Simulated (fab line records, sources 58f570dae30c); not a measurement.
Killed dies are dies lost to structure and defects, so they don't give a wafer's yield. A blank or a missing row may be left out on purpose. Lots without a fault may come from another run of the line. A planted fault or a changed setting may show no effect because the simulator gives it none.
Problem report in the 8D (eight disciplines) form, filled by code | flow berkeley_cmos170 | the parts of the form that need people (team, actions taken, sign-off) are left out

1. THE PROBLEM
WELLDRIVE_OXIDE_THK at UCB170_WELLDRIVE_THK_MEAS_02 reads a mean of 160 nm on 6 wafers of 2 lots; wafers without a fault read 209 nm with a standard deviation of 4.1. That is -12 standard deviations from the usual mean.
First seen on wafer L965.1, day 6 14:58, on film_metro-01. The record holds 42 wafers of 14 lots with a number at this step. Rule for "out", or "out of limits": more than 4 standard deviations from the usual mean. The other wafers with a number count as sound.

2. WHAT IT IS AND WHAT IT IS NOT
question                    | is                           | is not
which readings at this step | WELLDRIVE_OXIDE_THK          | -
which lots                  | L964, L965                   | L952, L953, L954, L955, L956, L957, L967, L968, L969, L970, L971, L973
which wafers of those lots  | all that have a number       | -
read on which gauges        | film_metro-01, film_metro-04 | film_metro-02
when                        | from day 6 14:58             | up to then (18 sound wafers); but 18 sound wafers of L967, L968, L969, L970, L971, L973 came after

3. SUSPECTS, AND WHAT RULES EACH OUT
Counting: a tool at a process step up to the reading stays a suspect if it ran every lot that is out and no sound lot after the first of them.
- the gauge at UCB170_WELLDRIVE_THK_MEAS_02: ruled out. The wafers that are out were read on 2 gauges (film_metro-01, film_metro-04).
- furnace-02 at UCB170_WELLDRIVE_OXIDATION_01 (target thk 199 nm, ox time 9000 s): kept. It ran every lot that is out, first L964 (day 6 11:28), and no sound lot after that; its last sound lot up to then is L952 (day 3 13:15).
Left after counting: furnace-02 at UCB170_WELLDRIVE_OXIDATION_01.

4. THE CAUSE (what the simulator had put in)
Process parameter drift: furnace-02, from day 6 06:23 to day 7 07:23, at UCB170_WELLDRIVE_OXIDATION_01. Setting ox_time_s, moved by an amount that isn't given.
Counting left only this tool.

5. THE CHAIN OF EFFECTS, in route order
Each row: a reading whose mean over the struck wafers that have a number lies more than 3 standard deviations from the usual. Only readings for which the record gives a usual standard deviation are gone through. hours: the time from each lot's start at the first step in this table that gives one to its start at this step, as a median over the lots. sigmas: the change in usual standard deviations.
hours | step                         | reading             | usual  | on struck wafers | change | sigmas
0     | UCB170_WELLDRIVE_THK_MEAS_02 | WELLDRIVE_OXIDE_THK | 209 nm | 160              | -49    | -12

6. WHAT WOULD HAVE CAUGHT IT SOONER
In this record the first reading out of limits at a measuring or inspecting step was taken at day 6 14:58, 9 hours after the fault began at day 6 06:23.
Of the tool readings at UCB170_WELLDRIVE_OXIDATION_01 for which the record gives a usual standard deviation, none was out on any struck wafer, so an alarm limit of 4 standard deviations on them would not have fired.
All the lots that are out (2) had begun UCB170_WELLDRIVE_OXIDATION_01 on furnace-02 by day 6 14:58. A hold on the tool at that time would have spared none of them.
